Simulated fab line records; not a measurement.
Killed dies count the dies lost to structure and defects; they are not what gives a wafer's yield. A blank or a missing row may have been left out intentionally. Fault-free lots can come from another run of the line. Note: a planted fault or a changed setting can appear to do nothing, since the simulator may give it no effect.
Which tool did it? / flow rit cmos / 45 wafers from 15 lots sampled at 2 of the route's 202 steps

WHAT THE GAUGES SHOWED, per wafer
RIT_FOX1_THK_MEAS_01. Usual: FOX1_OXIDE_THK 352 nm, standard deviation 7.
lot=L402; measured=day 1 17:08; on=film metro-03; FOX1_OXIDE_THK (nm)=341 343 340; flag=
lot=L403; measured=day 1 21:49; on=film metro-01; FOX1_OXIDE_THK (nm)=365 355 358; flag=
lot=L404; measured=day 2 04:45; on=film metro-01; FOX1_OXIDE_THK (nm)=355 358 351; flag=
lot=L406; measured=day 2 14:31; on=film metro-04; FOX1_OXIDE_THK (nm)=335 340 331; flag=
lot=L407; measured=day 2 17:59; on=film metro-03; FOX1_OXIDE_THK (nm)=351 353 351; flag=
lot=L408; measured=day 3 00:27; on=film metro-03; FOX1_OXIDE_THK (nm)=521 525 520; flag=OFF
lot=L409; measured=day 3 04:54; on=film metro-01; FOX1_OXIDE_THK (nm)=355 348 350; flag=
lot=L411; measured=day 3 15:53; on=film metro-04; FOX1_OXIDE_THK (nm)=536 535 537; flag=OFF
lot=L415; measured=day 4 13:05; on=film metro-03; FOX1_OXIDE_THK (nm)=548 544 553; flag=OFF
lot=L418; measured=day 5 02:24; on=film metro-03; FOX1_OXIDE_THK (nm)=354 355 356; flag=
lot=L419; measured=day 5 05:50; on=film metro-01; FOX1_OXIDE_THK (nm)=354 351 347; flag=
lot=L420; measured=day 5 11:31; on=film metro-01; FOX1_OXIDE_THK (nm)=358 359 355; flag=
lot=L421; measured=day 5 16:53; on=film metro-01; FOX1_OXIDE_THK (nm)=355 355 350; flag=
lot=L422; measured=day 5 20:50; on=film metro-01; FOX1_OXIDE_THK (nm)=345 352 351; flag=
lot=L424; measured=day 6 06:55; on=film metro-03; FOX1_OXIDE_THK (nm)=348 349 350; flag=

TOOL THAT RAN EACH LOT (tool first, then ch and the chambers of the sampled wafers, then the start)
lot=L402; RIT_FOX1_OXIDATION_00=furnace-02 ch 0, day 1 15:49
lot=L403; RIT_FOX1_OXIDATION_00=furnace-02 ch 0, day 1 20:30
lot=L404; RIT_FOX1_OXIDATION_00=furnace-03 ch 0, day 2 03:26
lot=L406; RIT_FOX1_OXIDATION_00=furnace-01 ch 0, day 2 13:11
lot=L407; RIT_FOX1_OXIDATION_00=furnace-03 ch 0, day 2 16:41
lot=L408; RIT_FOX1_OXIDATION_00=furnace-01 ch 0, day 2 21:39
lot=L409; RIT_FOX1_OXIDATION_00=furnace-01 ch 0, day 3 03:35
lot=L411; RIT_FOX1_OXIDATION_00=furnace-02 ch 0, day 3 13:05
lot=L415; RIT_FOX1_OXIDATION_00=furnace-01 ch 0, day 4 10:17
lot=L418; RIT_FOX1_OXIDATION_00=furnace-02 ch 0, day 5 01:05
lot=L419; RIT_FOX1_OXIDATION_00=furnace-01 ch 0, day 5 04:30
lot=L420; RIT_FOX1_OXIDATION_00=furnace-02 ch 0, day 5 10:12
lot=L421; RIT_FOX1_OXIDATION_00=furnace-01 ch 0, day 5 15:34
lot=L422; RIT_FOX1_OXIDATION_00=furnace-03 ch 0, day 5 19:30
lot=L424; RIT_FOX1_OXIDATION_00=furnace-03 ch 0, day 6 05:35
- RIT_FOX1_OXIDATION_00: target thk 350.7 nm, ox time 1130 s.

WHAT THE TOOLS THEMSELVES READ (means of the sampled wafers that have a number; where no wafer has one, the mark that the record gives instead)
RIT_FOX1_OXIDATION_00. Usual: ox temp c 1100.0 C, standard deviation 0.49; zone power centre pct 48.5 %, standard deviation 2.3.
lot=L402; tool=furnace-02; ox temp c (C)=1100.4; zone power centre pct (%)=46.5; flag=
lot=L403; tool=furnace-02; ox temp c (C)=1099.8; zone power centre pct (%)=47.1; flag=
lot=L404; tool=furnace-03; ox temp c (C)=1099.7; zone power centre pct (%)=52.9; flag=
lot=L406; tool=furnace-01; ox temp c (C)=1100.2; zone power centre pct (%)=47.7; flag=
lot=L407; tool=furnace-03; ox temp c (C)=1100.1; zone power centre pct (%)=53.1; flag=
lot=L408; tool=furnace-01; ox temp c (C)=1100.4; zone power centre pct (%)=48.0; flag=
lot=L409; tool=furnace-01; ox temp c (C)=1099.7; zone power centre pct (%)=48.2; flag=
lot=L411; tool=furnace-02; ox temp c (C)=1099.3; zone power centre pct (%)=46.7; flag=
lot=L415; tool=furnace-01; ox temp c (C)=1099.9; zone power centre pct (%)=48.0; flag=
lot=L418; tool=furnace-02; ox temp c (C)=1099.6; zone power centre pct (%)=46.8; flag=
lot=L419; tool=furnace-01; ox temp c (C)=1100.3; zone power centre pct (%)=47.9; flag=
lot=L420; tool=furnace-02; ox temp c (C)=1099.6; zone power centre pct (%)=46.7; flag=
lot=L421; tool=furnace-01; ox temp c (C)=1100.1; zone power centre pct (%)=48.2; flag=
lot=L422; tool=furnace-03; ox temp c (C)=1099.6; zone power centre pct (%)=52.7; flag=
lot=L424; tool=furnace-03; ox temp c (C)=1100.0; zone power centre pct (%)=52.9; flag=

THE ANSWER, worked out from the rows above alone
Rule: a lot is off if the mean of its wafers that have a number lies more than 3 standard deviations from the usual mean. A lot without any number at a reading at which 4 lots or more have one is off too. Where the step has rows for the other lots, those lots are counted as sound. The gauges are gone through in route order, then the tools' own readings, and for those a lot's mean is taken as printed above. The first step at which some lot is off is used, and at that step the reading that is off furthest; a lot without a number counts as furthest.
Off: at RIT_FOX1_THK_MEAS_01 (FOX1_OXIDE_THK), L408, L411, L415.
If a tool, at a process step before that reading, ran all the lots that are off and no sound lot after the first of them, it fits. Those tools and the gauges at RIT_FOX1_THK_MEAS_01 are tried in the same way. Of those tried, none fits.

WHAT THE SIMULATOR HAD INSERTED
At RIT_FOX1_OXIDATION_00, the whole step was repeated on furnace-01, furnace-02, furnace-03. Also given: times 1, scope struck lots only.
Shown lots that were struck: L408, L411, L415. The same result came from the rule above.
